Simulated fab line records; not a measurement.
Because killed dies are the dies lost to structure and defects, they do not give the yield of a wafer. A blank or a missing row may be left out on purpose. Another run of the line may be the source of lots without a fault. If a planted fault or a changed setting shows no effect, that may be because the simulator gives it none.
Comparing a struck lot with a sound one | flow berkeleyCmos170 | 31 steps out of a route of 331
Sound: wafers L165.1, L165.2, L165.4. Wafers L156.2, L156.3, L156.5 were the ones struck. The cause comes at the end.
Each step with rows lists, per side, the tool, then ch with its chambers, then its first start. Under that, the readings that differ: sound wafers | struck wafers | difference of the means | sigmas: that difference in standard deviations of wafers without a fault.
alike: a reading whose means differ by less than 2 such deviations, as well as words and numbers matching on both sides. not compared: withheld readings; readings where some wafer has no value; bounds like >300 that might hide an equal value; numbers whose values overlap and for which the record gives no deviation.
A row with sigmas, a row that says differs or no value, or rows on one side alone: a step with any of these is where the two part. When numbers do not overlap yet have no deviation, they are printed without sigmas and do not part them. A reading that every wafer of one side lacks parts them only if that side has two wafers or more.

first, 6 steps without rows for these wafers: UCB170_V1_HMDS_06 (prime time 60 s); UCB170_V1_COAT_07 (resist thk 900 nm); UCB170_V1_SOFTBAKE_08 (time 60 s); UCB170_V1_EXPOSE_09 (exposes mask VIA1, target cd 700 nm); UCB170_V1_PEB_10; UCB170_V1_DEVELOP_11 (develop time 45 s).
UCB170_V1_CD_MEAS_12 targets a cd of 700 nm.
  sound: cdSem-02 at day 10 10:25; struck: cdSem-02 at day 8 00:53
  alike: cdNm
UCB170_V1_OVL_MEAS_13:
  sound: overlay-02 at day 10 10:32; struck: overlay-01 at day 8 00:59
  alike: V1_OVL
UCB170_V1_ETCH_14: etches SiO2 in CHF3/CF4/Ar, stops on Al, target depth 1250 nm, time 291 s.
  sound on rieDiel-03 ch 0,2,3, day 10 10:34; struck on rieDiel-03 ch 1,3, day 8 01:01
  alike: drypumpMotorCurrentA, oesProductAu, throttleValvePct
  not compared: rfHoursCounterH
UCB170_V1_STRIP_15: strips in O2.
  sound on plasmaAsher-02 ch 0,1, day 10 10:45; struck on plasmaAsher-03 ch 0,1, day 8 01:12
  alike: drypumpMotorCurrentA, oesProductAu, stripTimeToEndpointS
  not compared: rfHoursCounterH
UCB170_V1_CD_MEAS_90 targets a cd of 700 nm.
  sound: cdSem-02 at day 10 10:51; struck: cdSem-02 at day 8 01:19
  alike: cdNm
then, 1 step without rows for these wafers: UCB170_M2_PRE_CLEAN_00 (preclean etch time 60 s).
UCB170_M2_SPUTTER_01: material Al, target thk 900 nm, time 120 s.
  sound: pvdSputter-02 at day 10 11:02; struck: pvdSputter-01 at day 8 01:29
reading                              | sound             | struck         | difference | sigmas
model.Al_of_M2_SPUTTER_01.thkNm (nm) | 884.6 901.8 899.1 | 1149 1149 1142 | +252       | 
  alike: cathodeDcPowerW, chamberPressurePa, throttleValvePct
UCB170_M2_RS_MEAS_02: measures by four-point-probe.
  sound: filmMetro-04 at day 10 11:07; struck: filmMetro-02 at day 8 01:35
reading           | sound                | struck               | difference | sigmas
M2_AL_RS (ohm/sq) | 0.0327 0.0321 0.0322 | 0.0250 0.0251 0.0252 | -0.0072    | -20
UCB170_M2_THK_MEAS_03: measures by xrf.
  sound: filmMetro-04 at day 10 11:14; struck: filmMetro-02 at day 8 01:42
reading        | sound       | struck         | difference | sigmas
M2_AL_THK (nm) | 870 894 889 | 1139 1138 1132 | +252       | +25
then, 3 steps without rows for these wafers: UCB170_M2_HMDS_04 (prime time 60 s); UCB170_M2_COAT_05 (resist thk 900 nm); UCB170_M2_SOFTBAKE_06 (time 60 s).
UCB170_M2_STRIP_07: strips in O2.
  sound on plasmaAsher-04 ch 0,1, day 10 12:13; struck on plasmaAsher-04 ch 0,1, day 8 02:12
  alike: drypumpMotorCurrentA, oesProductAu, stripTimeToEndpointS
  not compared: rfHoursCounterH
then, 7 steps without rows for these wafers: UCB170_M2_STRIP_08 (strips KrF in DMSO, time 600 s); UCB170_M2_COAT_09; UCB170_M2_COAT_10 (resist thk 900 nm); UCB170_M2_SOFTBAKE_11 (time 60 s); UCB170_M2_EXPOSE_12 (exposes mask METAL2, target cd 700 nm); UCB170_M2_PEB_13; UCB170_M2_DEVELOP_14 (develop time 45 s).
UCB170_M2_CD_MEAS_15 targets a cd of 700 nm.
  sound: cdSem-02 at day 10 13:46; struck: cdSem-02 at day 8 03:53
reading   | sound             | struck            | difference | sigmas
cdNm (nm) | 702.3 703.7 702.8 | 699.2 699.6 700.0 | -3.3       | -2
UCB170_M2_OVL_MEAS_16:
  sound: overlay-01 at day 10 13:53; struck: overlay-02 at day 8 04:00
  alike: M2_OVL
UCB170_M2_ETCH_17: etches BARC in N2/H2.
  sound on rieDiel-03 ch 0,2,3, day 10 13:55; struck on rieDiel-01 ch 0,1,3, day 8 04:02
  alike: drypumpMotorCurrentA, n2FlowSccm, oesProductAu, throttleValvePct
UCB170_M2_METAL_ETCH_18: etches Al in Cl2/BCl3, stops on SiO2, target depth 1170 nm, time 195 s.
  sound on rieMetal-03 ch 0,1, day 10 13:58; struck on rieMetal-02 ch 0,1, day 8 04:04
reading             | sound             | struck            | difference | sigmas
oesProductAu (a.u.) | 0.837 0.851 0.858 | 0.996 0.984 0.984 | +0.139     | +18
  alike: bcl3FlowSccm, drypumpMotorCurrentA, throttleValvePct
  not compared: rfHoursCounterH
UCB170_M2_STRIP_19: strips in O2.
  sound on plasmaAsher-04 ch 0,1, day 10 14:09; struck on plasmaAsher-04 ch 0,1, day 8 04:16
  alike: drypumpMotorCurrentA, oesProductAu
  not compared: rfHoursCounterH

## WHERE THEY PART
Last at UCB170_M2_METAL_ETCH_18 as far as this record goes, first at UCB170_M2_RS_MEAS_02. Later steps at which nothing parts them and some readings are alike: UCB170_M2_STRIP_19.

WHY: what had been put in by the simulator
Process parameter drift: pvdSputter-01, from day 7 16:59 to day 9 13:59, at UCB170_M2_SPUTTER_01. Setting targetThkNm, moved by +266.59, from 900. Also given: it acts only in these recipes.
